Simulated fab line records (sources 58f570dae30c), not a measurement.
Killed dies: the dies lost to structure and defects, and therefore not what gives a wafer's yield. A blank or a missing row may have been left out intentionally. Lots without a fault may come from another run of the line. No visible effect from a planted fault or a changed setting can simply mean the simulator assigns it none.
Which of the tools did it? + flow berkeley-cmos170 + 7 lots with 21 wafers sampled at 2 steps, on a route of 331 steps

## WHAT THE GAUGES READ, wafer by wafer
UCB170_SILICIDE_RS_MEAS_02: measurement is done with a four-point probe.
| lot  | measured     | on            | SILICIDE_TI_RS (ohm/sq) |
|------|--------------|---------------|-------------------------|
| L852 | day 7 04:55  | film-metro-03 | 26.06 26.19 26.08       |
| L855 | day 8 02:04  | film-metro-04 | 26.02 26.21 26.09       |
| L858 | day 8 13:02  | film-metro-04 | 25.94 25.99 26.27       |
| L864 | day 9 23:23  | film-metro-02 | 25.19 25.21 25.07       |
| L867 | day 10 11:41 | film-metro-04 | 26.00 25.94 25.93       |
| L869 | day 11 00:56 | film-metro-02 | 26.17 26.35 26.48       |
| L872 | day 11 11:05 | film-metro-03 | 26.68 26.61 26.78       |

## EACH LOT AND THE TOOL THAT RAN IT (in order: tool; ch and the chambers of the sampled wafers; start)
| lot  | UCB170_SILICIDE_SPUTTER_01   |
|------|------------------------------|
| L852 | pvd-sputter-02, day 7 04:53  |
| L855 | pvd-sputter-01, day 8 02:00  |
| L858 | pvd-sputter-02, day 8 12:58  |
| L864 | pvd-sputter-04, day 9 23:22  |
| L867 | pvd-sputter-01, day 10 11:40 |
| L869 | pvd-sputter-02, day 11 00:51 |
| L872 | pvd-sputter-01, day 11 11:03 |
- UCB170_SILICIDE_SPUTTER_01: material Ti, target thk 30 nm, time 25 s.

## THE ANSWER, worked out from the rows above alone
Rule: the lots themselves supply what counts as usual. Put in order of their means at a reading, lots are off if they are a third of the lots or fewer, leave a main group of 4 or more, and stand apart from it by a gap of 3 or more times the standard deviation of the main group's means; of several such gaps the widest counts. If all means in a main group match to the digits the tables above print for the reading, that group is not used. Also off: a lot with no number at a reading for which 4 or more lots have one. The other lots that the step has rows for count as sound.
Off: L864, at UCB170_SILICIDE_RS_MEAS_02 (SILICIDE_TI_RS). Main group: mean 26.21 ohm/sq, sd 0.24.
If a tool, at a process step before that reading, ran all the lots that are off and no sound lot after the first of them, it fits. Gauges at UCB170_SILICIDE_RS_MEAS_02: tried the same way as those tools. One candidate fits, namely pvd-sputter-04 at UCB170_SILICIDE_SPUTTER_01. It ran no sound lot before its first lot that is off in this sample, so the start can't be narrowed down.

## WHAT THE SIMULATOR PUT IN
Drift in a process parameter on pvd-sputter-04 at UCB170_SILICIDE_SPUTTER_01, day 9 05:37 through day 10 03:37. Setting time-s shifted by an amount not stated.
Lots struck among those shown: L864. The rule given above showed the same thing.
